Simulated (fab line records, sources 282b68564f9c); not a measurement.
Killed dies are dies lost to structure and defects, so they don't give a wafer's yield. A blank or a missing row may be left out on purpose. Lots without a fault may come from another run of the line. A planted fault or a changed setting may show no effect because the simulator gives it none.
Problem report in the 8D (eight disciplines) form, filled by code | flow rit_cmos | the parts of the form that need people (team, actions taken, sign-off) are left out

1. THE PROBLEM
ACTIVE_OXIDE_THK at RIT_ACTIVE_THK_MEAS_02 reads a mean of 32.9 nm on 9 wafers of 3 lots; wafers without a fault read 47.3 nm with a standard deviation of 0.85. That is -17 standard deviations from the usual mean.
First seen on wafer L655.1, day 4 00:03, on film_metro-04. The record holds 45 wafers of 15 lots with a number at this step. Rule for "out", or "out of limits": more than 4 standard deviations from the usual mean. The other wafers with a number count as sound.

2. WHAT IT IS AND WHAT IT IS NOT
question                    | is                           | is not
which readings at this step | ACTIVE_OXIDE_THK             | -
which lots                  | L655, L656, L661             | L643, L644, L645, L647, L648, L649, L650, L653, L654, L657, L660, L665
which wafers of those lots  | all that have a number       | -
read on which gauges        | film_metro-02, film_metro-04 | film_metro-01
when                        | from day 4 00:03             | up to then (27 sound wafers); but 9 sound wafers of L657, L660, L665 came after

3. SUSPECTS, AND WHAT RULES EACH OUT
Counting: a tool at a process step up to the reading stays a suspect if it ran every lot that is out and no sound lot after the first of them.
- the gauge at RIT_ACTIVE_THK_MEAS_02: ruled out. The wafers that are out were read on 2 gauges (film_metro-02, film_metro-04).
- furnace-03 at RIT_ACTIVE_OXIDATION_01 (target thk 46.8 nm, ox time 3360 s): kept. It ran every lot that is out, first L655 (day 3 22:07), and no sound lot after that; its last sound lot up to then is L654 (day 3 17:43). Its own readings are out on those wafers: spike_tc_centre_C, spike_tc_load_C, spike_tc_source_C, tube_center_temp_C, tube_center_temp_C_max.
Left after counting: furnace-03 at RIT_ACTIVE_OXIDATION_01.

4. THE CAUSE (what the simulator had put in)
Process parameter drift: furnace-03, from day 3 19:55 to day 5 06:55, at RIT_ACTIVE_OXIDATION_01. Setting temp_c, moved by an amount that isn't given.
Counting left only this tool.

5. THE CHAIN OF EFFECTS, in route order
Each row: a reading whose mean over the struck wafers that have a number lies more than 3 standard deviations from the usual. Only readings for which the record gives a usual standard deviation are gone through. hours: the time from each lot's start at the first step in this table that gives one to its start at this step, as a median over the lots. sigmas: the change in usual standard deviations.
hours | step                    | reading                | usual    | on struck wafers | change | sigmas
0     | RIT_ACTIVE_OXIDATION_01 | spike_tc_centre_C      | 1001.8 C | 962.7            | -39.1  | -36
0     | RIT_ACTIVE_OXIDATION_01 | spike_tc_load_C        | 1024.2 C | 982.8            | -41.4  | -20
0     | RIT_ACTIVE_OXIDATION_01 | spike_tc_source_C      | 1026.6 C | 986.7            | -39.9  | -33
0     | RIT_ACTIVE_OXIDATION_01 | tube_center_temp_C     | 999.99 C | 960.87           | -39.12 | -99 or more
0     | RIT_ACTIVE_OXIDATION_01 | tube_center_temp_C_max | 1002.5   | 963.7            | -38.8  | -92
0     | RIT_ACTIVE_OXIDATION_01 | zone_power_load_pct    | 36.1 %   | 32.6             | -3.5   | -3.8
2     | RIT_ACTIVE_THK_MEAS_02  | ACTIVE_OXIDE_THK       | 47.3 nm  | 32.9             | -14.4  | -17
The process steps in it:
- RIT_ACTIVE_OXIDATION_01: target thk 46.8 nm, ox time 3360 s.

6. WHAT WOULD HAVE CAUGHT IT SOONER
In this record the first reading out of limits at a measuring or inspecting step was taken at day 4 00:03, 4 hours after the fault began at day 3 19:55.
The tool's own readings at RIT_ACTIVE_OXIDATION_01 were out on every struck wafer that the step has a row for (spike_tc_centre_C, spike_tc_load_C, spike_tc_source_C, tube_center_temp_C, tube_center_temp_C_max): an alarm limit on them would have fired on the first of those.
Of the lots that are out (3), L656, L661 began RIT_ACTIVE_OXIDATION_01 on furnace-03 after day 4 00:03. A hold on the tool at that time would have spared those 2.
